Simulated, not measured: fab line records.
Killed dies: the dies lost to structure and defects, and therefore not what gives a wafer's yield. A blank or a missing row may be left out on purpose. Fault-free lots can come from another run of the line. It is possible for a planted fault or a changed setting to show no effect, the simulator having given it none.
Problem report in the 8D (eight disciplines) form, filled by code | flow berkeley_cmos170 | the parts of the form that need people (team, actions taken, sign-off) are left out

## 1. PROBLEM STATEMENT
Wafers free of any fault read 1985 nm (standard deviation 31) for V1_TEOS_THK at UCB170_V1_THK_MEAS_01, against a mean of 3151 nm on 3 wafers of 2 lots. Relative to the usual mean, that is a shift of +38 standard deviations.
The first sign was on wafer L593.1 at day 11 19:11, on film_metro-01. The record holds 36 wafers of 12 lots with a number at this step. The rule behind "out" and "out of limits": a value lying over 4 standard deviations away from the usual mean. The other wafers with a number count as sound.

## 2. WHAT IT IS AND WHAT IT IS NOT
question                    | is                           | is not
which readings at this step | V1_TEOS_THK                  | -
which lots                  | L593, L596                   | L584, L585, L586, L587, L600, L601, L602, L604, L605, L606
which wafers of those lots  | L593.1, L596.2, L596.4       | L593.2, L593.5, L596.6
read on which gauges        | film_metro-01, film_metro-02 | film_metro-03
when                        | from day 11 19:11            | up to then (14 sound wafers); but 19 sound wafers of L596, L600, L601, L602, L604, L605, L606 came after

## 3. THE SUSPECTS, EACH WITH WHAT RULES IT OUT
Counting: if a tool at a process step up to the reading ran every lot that is out, it stays a suspect. Sound lots after the first of them don't rule it out here, since some wafers of a struck lot are sound.
- the gauge at UCB170_V1_THK_MEAS_01 has been ruled out. The wafers that are out were read on 2 gauges (film_metro-01, film_metro-02).
- pecvd-03 at UCB170_V1_CVD_00 (deposits SiO2 from TEOS/O2, target thk 2000 nm, time 250 s): kept. Every lot that is out went through it, the first being L593 (day 11 19:02); the last sound lot it ran before that was L584 (day 9 06:03).
- Within pecvd-03 at UCB170_V1_CVD_00: the wafers that are out ran in chamber 0; their sound lot-mates ran in chambers 1, 2.
Remaining after the count: pecvd-03 at UCB170_V1_CVD_00.

## 4. THE CAUSE (what the simulator had put in)
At UCB170_V1_CVD_00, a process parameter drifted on pecvd-03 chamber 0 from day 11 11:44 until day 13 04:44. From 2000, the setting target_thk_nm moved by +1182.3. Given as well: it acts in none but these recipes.
This tool alone remained once counting was done.

## 5. SEQUENCE OF EFFECTS, ordered by route
Each row: a reading where the mean over the struck wafers with a number is more than 3 standard deviations away from the usual. Only readings for which the record gives a usual standard deviation are gone through. hours: the time from each lot's start at the first step in this table that gives one to its start at this step, as a median over the lots. sigmas: the change in usual standard deviations.
hours | step                  | reading     | usual   | on struck wafers | change | sigmas
0     | UCB170_V1_THK_MEAS_01 | V1_TEOS_THK | 1985 nm | 3151             | +1166  | +38
At these later measuring or inspecting steps, every struck wafer for which the step has a row has a number for every such reading, and none has moved that far: UCB170_V1_BOW_MEAS_03, UCB170_V2_CD_MEAS_90.

## 6. HOW IT WOULD HAVE BEEN CAUGHT EARLIER
Counted from the fault's start at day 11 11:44, it took 7 hours until the first out-of-limits reading at a measuring or inspecting step in this record, taken at day 11 19:11.
Of the tool readings at UCB170_V1_CVD_00 for which the record gives a usual standard deviation, none was out on any struck wafer, so an alarm limit of 4 standard deviations on them would not have fired.
Among the 2 lots that are out, L596 began UCB170_V1_CVD_00 on pecvd-03 after day 11 19:11. Holding the tool at that time would have saved it.
